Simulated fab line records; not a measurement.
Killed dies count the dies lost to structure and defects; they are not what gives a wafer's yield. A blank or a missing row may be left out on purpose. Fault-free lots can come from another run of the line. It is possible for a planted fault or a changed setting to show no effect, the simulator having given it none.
Chamber matching / flow berkeleyCmos170 / rieDiel-02 running UCB170_NWELL_ETCH_13: 4 sister chambers
The step etches Si3N4 in CH3F/Ar/O2, stops on SiO2, target depth 246.4 nm, time 154 s. 14 wafers are shown with their chamber, then 7 later ones without.

## WAFERS WITH THEIR CHAMBER
wafer=L075.3; chamber=0; drypumpMotorCurrentA (A)=6.8; throttleValvePct (%)=7.94; oesProductAu (a.u.)=0.955
wafer=L075.5; chamber=3; drypumpMotorCurrentA (A)=6.0; throttleValvePct (%)=8.28; oesProductAu (a.u.)=0.925
wafer=L075.6; chamber=2; drypumpMotorCurrentA (A)=4.9; throttleValvePct (%)=8.03; oesProductAu (a.u.)=0.933
wafer=L080.3; chamber=1; drypumpMotorCurrentA (A)=5.3; throttleValvePct (%)=8.18; oesProductAu (a.u.)=0.953
wafer=L080.4; chamber=0; drypumpMotorCurrentA (A)=6.8; throttleValvePct (%)=7.94; oesProductAu (a.u.)=0.950
wafer=L080.5; chamber=1; drypumpMotorCurrentA (A)=5.3; throttleValvePct (%)=8.17; oesProductAu (a.u.)=0.947
wafer=L081.1; chamber=3; drypumpMotorCurrentA (A)=6.0; throttleValvePct (%)=8.29; oesProductAu (a.u.)=0.925
wafer=L081.3; chamber=2; drypumpMotorCurrentA (A)=4.8; throttleValvePct (%)=8.02; oesProductAu (a.u.)=0.936
wafer=L081.6; chamber=3; drypumpMotorCurrentA (A)=6.0; throttleValvePct (%)=8.30; oesProductAu (a.u.)=0.916
wafer=L085.1; chamber=1; drypumpMotorCurrentA (A)=5.3; throttleValvePct (%)=8.19; oesProductAu (a.u.)=0.951
wafer=L085.2; chamber=3; drypumpMotorCurrentA (A)=6.0; throttleValvePct (%)=8.28; oesProductAu (a.u.)=0.917
wafer=L085.4; chamber=1; drypumpMotorCurrentA (A)=5.3; throttleValvePct (%)=8.20; oesProductAu (a.u.)=0.944
wafer=L086.3; chamber=3; drypumpMotorCurrentA (A)=6.0; throttleValvePct (%)=8.30; oesProductAu (a.u.)=0.925
wafer=L086.5; chamber=2; drypumpMotorCurrentA (A)=4.8; throttleValvePct (%)=8.04; oesProductAu (a.u.)=0.934

SIGNATURES (means of the wafers above)
reading=drypumpMotorCurrentA; chamber 0=6.800; chamber 1=5.300; chamber 2=4.833; chamber 3=6.000; scatter within a chamber=0.0258
reading=throttleValvePct; chamber 0=7.9400; chamber 1=8.1850; chamber 2=8.0300; chamber 3=8.2900; scatter within a chamber=0.0105
reading=oesProductAu; chamber 0=0.95250; chamber 1=0.94875; chamber 2=0.93433; chamber 3=0.92160; scatter within a chamber=0.00391
Rule: a wafer lies at a distance from a chamber equal to the root of the sum of squares, over the readings, of (its reading less the chamber's mean, divided by the reading's scatter). If the next closest chamber is less than 2 further off than the closest, the wafer can't be placed; otherwise it belongs to the closest. The scatter: the root of (the sum of the squares of (reading less its chamber's mean) over the shown wafers, divided by (wafers less chambers)).

## WAFERS WHOSE CHAMBER IS MISSING
wafer=L086.6; drypumpMotorCurrentA (A)=5.3; throttleValvePct (%)=8.18; oesProductAu (a.u.)=0.948
wafer=L090.1; drypumpMotorCurrentA (A)=6.0; throttleValvePct (%)=8.31; oesProductAu (a.u.)=0.930
wafer=L090.4; drypumpMotorCurrentA (A)=5.3; throttleValvePct (%)=8.21; oesProductAu (a.u.)=0.962
wafer=L090.5; drypumpMotorCurrentA (A)=4.9; throttleValvePct (%)=8.03; oesProductAu (a.u.)=0.948
wafer=L094.3; drypumpMotorCurrentA (A)=4.9; throttleValvePct (%)=8.03; oesProductAu (a.u.)=0.937
wafer=L094.4; drypumpMotorCurrentA (A)=5.3; throttleValvePct (%)=8.20; oesProductAu (a.u.)=0.951
wafer=L094.5; drypumpMotorCurrentA (A)=6.8; throttleValvePct (%)=8.00; oesProductAu (a.u.)=0.942

## EACH ONE'S CHAMBER
wafer=L086.6; from the rows above=1; in truth=1
wafer=L090.1; from the rows above=3; in truth=3
wafer=L090.4; from the rows above=1; in truth=1
wafer=L090.5; from the rows above=2; in truth=2
wafer=L094.3; from the rows above=2; in truth=2
wafer=L094.4; from the rows above=1; in truth=1
wafer=L094.5; from the rows above=0; in truth=0
Correctly placed: 7 of 7. Left unplaced by these rows: 0. 0 placed wrongly.
